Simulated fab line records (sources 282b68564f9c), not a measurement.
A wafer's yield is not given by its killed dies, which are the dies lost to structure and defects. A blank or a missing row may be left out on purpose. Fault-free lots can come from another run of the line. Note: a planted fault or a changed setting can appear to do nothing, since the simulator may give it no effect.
What tool caused it? | flow ritCmos | 42 wafers from 14 lots sampled at 2 of the route's 202 steps

## WHAT EACH GAUGE READ, for each wafer
RIT_NWELL_OVL_MEAS_06. Usual: NWELL_OVL 1.8 nm, standard deviation 1.3.
lot  | measured    | on         | NWELL_OVL (nm)       | flag
L618 | day 2 01:12 | overlay-02 | 2.7 4.1 3.0          | 
L619 | day 2 07:00 | overlay-01 | 4.0 3.5 2.5          | 
L620 | day 2 12:05 | overlay-01 | 0.5 1.2 -1.2         | 
L621 | day 2 16:20 | overlay-02 | 4.4 4.5 3.2          | 
L623 | day 3 02:18 | overlay-02 | 2.6 1.4 2.2          | 
L628 | day 4 03:19 | overlay-02 | -0.1 2.5 2.9         | 
L629 | day 4 08:59 | overlay-01 | -178.5 -179.1 -178.8 | OFF
L630 | day 4 13:16 | overlay-01 | -177.0 -178.9 -177.4 | OFF
L632 | day 5 01:27 | overlay-01 | -1.0 -0.8 -0.2       | 
L634 | day 5 09:40 | overlay-02 | 2.4 1.5 0.8          | 
L635 | day 5 14:18 | overlay-02 | 1.7 3.6 2.8          | 
L637 | day 6 02:53 | overlay-01 | 0.1 -0.5 1.1         | 
L639 | day 6 11:52 | overlay-01 | 2.8 2.9 2.0          | 
L640 | day 6 17:38 | overlay-02 | 2.9 2.2 2.0          | 

## WHICH TOOL RAN EACH LOT (tool, then ch and the chambers of the sampled wafers, then the start)
lot  | RIT_NWELL_EXPOSE_03
L618 | ilineStepper-01 ch 0, day 2 00:47
L619 | ilineStepper-01 ch 0, day 2 06:34
L620 | ilineStepper-02 ch 0, day 2 11:39
L621 | ilineStepper-02 ch 0, day 2 15:55
L623 | ilineStepper-01 ch 0, day 3 01:52
L628 | ilineStepper-01 ch 0, day 4 02:53
L629 | ilineStepper-02 ch 0, day 4 08:34
L630 | ilineStepper-02 ch 0, day 4 12:51
L632 | ilineStepper-01 ch 0, day 5 01:01
L634 | ilineStepper-01 ch 0, day 5 09:14
L635 | ilineStepper-01 ch 0, day 5 13:52
L637 | ilineStepper-01 ch 0, day 6 02:29
L639 | ilineStepper-01 ch 0, day 6 11:26
L640 | ilineStepper-01 ch 0, day 6 17:13
- RIT_NWELL_EXPOSE_03: exposes mask M2, target cd 43900 nm.

## AS READ BY THE TOOLS THEMSELVES (means over the sampled wafers that have a number; for cases with no such wafer, the mark the record gives instead)
The record holds no such reading with a usual standard deviation.

## THE ANSWER, worked out from the rows above alone
Rule: take the mean of a lot's wafers that have a number; if it is more than 3 standard deviations from the usual mean, the lot is off. A lot without any number at a reading at which 4 lots or more have one is off too. All remaining lots with rows at the step are treated as sound. First the gauges in route order, then the tools' own readings, where a lot's mean is used as printed above. At the first step where some lot is off, the reading lying furthest off is the one used; lots without a number count as furthest.
Off: at RIT_NWELL_OVL_MEAS_06 (NWELL_OVL), L629, L630.
If a tool, at a process step before that reading, ran all the lots that are off and no sound lot after the first of them, it fits. Those tools and the gauges at RIT_NWELL_OVL_MEAS_06 are tried in the same way. One fits: ilineStepper-02 at RIT_NWELL_EXPOSE_03. A fault onset in the window from L621 (day 2 15:55, its last sound lot) to L629 (day 4 08:34, its first lot off) fits.

## WHAT WAS PUT IN BY THE SIMULATOR
Scanner matching overlay: ilineStepper-02, from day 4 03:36 on, at RIT_NWELL_EXPOSE_03. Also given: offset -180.
Struck lots among those shown: L629, L630. The rule above reached the same finding.
